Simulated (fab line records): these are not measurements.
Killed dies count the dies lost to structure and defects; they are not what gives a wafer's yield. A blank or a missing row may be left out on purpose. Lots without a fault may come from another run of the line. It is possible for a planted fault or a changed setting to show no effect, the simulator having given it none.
A lot that was struck, set against a sound lot    flow rit_cmos    17 steps out of a route of 202
Sound: the wafers L398.2, L398.3, L398.6. Struck: wafers L407.2, L407.4, L407.6. The cause is given at the end.
Each step with rows lists, per side, the tool, then ch with its chambers, then its first start. Under that, the readings that differ: sound wafers    struck wafers    difference of the means    sigmas: that difference in standard deviations of wafers without a fault.
alike: readings with means less than 2 such deviations apart, plus words and numbers identical on both sides. not compared: withheld readings, readings lacking a value on some wafer, bounds such as >300 that could conceal the same value, and numbers that have no deviation in the record and whose values overlap.
The two part at a step that has a row with sigmas, a row that says differs or no value, or rows on one side only. Numbers that have no deviation but don't overlap get no sigmas and don't part them. Lack of a reading on every wafer of one side parts them only where that side has two or more wafers.

first, 1 step without rows for these wafers: RIT_PRETRO_DEVELOP_05 (develop time 68 s).
RIT_PRETRO_OVL_MEAS_06:
  sound: overlay-01 at day 2 12:13; struck: overlay-01 at day 4 07:57
  alike: PRETRO_OVL
then, 2 steps without rows for these wafers: RIT_PRETRO_HARDBAKE_07 (time 120 s); RIT_PRETRO_IMPLANT_08.
RIT_PRETRO_STRIP_09: strips in O2, time 180 s.
  sound on plasma_asher-02 ch 0,1, day 2 12:38; struck on plasma_asher-02 ch 0,1, day 4 08:23
  alike: drypump_motor_current_A
  not compared: rf_hours_counter_h
RIT_PRETRO_TW_MEAS_10:
  sound: film_metro-02 at day 2 12:49; struck: film_metro-01 at day 4 08:34
  alike: PRETRO_TW
then, 5 steps without rows for these wafers: RIT_GATE_WET_ETCH_00 (etches SiO2 in BOE, target depth 56 nm, time 60 s); RIT_GATE_CLEAN_01 (cleans in SC1, time 600 s); RIT_GATE_CLEAN_02 (cleans in dHF, time 30 s); RIT_GATE_CLEAN_03 (cleans in SC2, time 600 s); RIT_GATE_CLEAN_04 (cleans in dHF, time 60 s).
RIT_FOX2_THK_MEAS_91:
  sound: film_metro-04 at day 2 13:19; struck: film_metro-02 at day 4 09:02
reading                      sound        struck       difference  sigmas
FIELD_OXIDE_LEFT_2_THK (nm)  268 266 275  247 253 253  -19         -2
RIT_GATE_OXIDATION_05: target thk 3 nm, ox time 270 s.
  sound on furnace-01 ch 0, day 2 14:27; struck on furnace-01 ch 0, day 4 09:20
reading                                      sound                struck             difference  sigmas
spike_tc_centre_C (C)                        900.7 902.6 901.7    921.1 923.1 921.2  +20.1       +13
spike_tc_load_C (C)                          930.2 926.1 924.2    948.2 947.1 947.8  +20.9       +17
spike_tc_source_C (C)                        928 927 928          948 947 948        +20         +5
tube_center_temp_C (C)                       900.12 899.9 899.96  920 920.07 920.05  +20         +99 or more
tube_center_temp_C_max                       902.2 901.9 902.2    922.1 922.7 922.3  +20.3       +60
model.SiO2_of_GATE_OXIDATION_05.thk_nm (nm)  2.976 3.001 2.979    3.859 3.887 3.836  +0.875      
then, 1 step without rows for these wafers: RIT_GATE_ANNEAL_06 (time 600 s).
RIT_GATE_THK_MEAS_07:
  sound: film_metro-04 at day 2 15:47; struck: film_metro-01 at day 4 10:41
reading              sound           struck          difference  sigmas
GATE_OXIDE_THK (nm)  3.00 2.99 3.00  3.82 3.82 3.88  +0.84       +14
then, 1 step without rows for these wafers: RIT_GATE_CVD_08 (deposits poly-Si from SiH4, target thk 250 nm, time 2220 s).
RIT_M1_PROBE_99:
  sound: prober-01 at day 3 15:57; struck: prober-01 at day 5 13:10
reading                              sound              struck             difference  sigmas
model.etest.pmos_0p3.r_on_ohm_um     6234 6289 6245     8006 7977 7882     +1699       
model.etest.pmos_turned.r_on_ohm_um  3490 3494 3483     4095 4039 4000     +556        
model.etest.pmos_0p15.r_on_ohm_um    2807 2782 2795     3341 3257 3248     +487        
model.etest.nmos_0p3.r_on_ohm_um     2144 2165 2155     2608 2609 2593     +449        
model.etest.nmos_0p15.r_on_ohm_um    1152 1144 1147     1264 1257 1254     +111        
model.etest.nmos_0p15.drive_ua_um    454.8 455.2 460.1  377.6 380.2 385.8  -75.5       
model.etest.nmos_narrow.drive_ua_um  228.7 223.8 225.1  160.5 158.2 161.4  -65.8       
model.etest.nmos_0p3.drive_ua_um     228.2 225.7 228.4  159.3 158.3 162.2  -67.5       
  alike: killed_at_contacts, killed_at_front_end, killed_dies, killed_open, killed_short

## WHERE THEY PART
First at RIT_FOX2_THK_MEAS_91; last, within this record, at RIT_GATE_THK_MEAS_07. Later steps at which nothing parts them and some readings are alike: RIT_M1_PROBE_99.

WHY: what had been put in by the simulator
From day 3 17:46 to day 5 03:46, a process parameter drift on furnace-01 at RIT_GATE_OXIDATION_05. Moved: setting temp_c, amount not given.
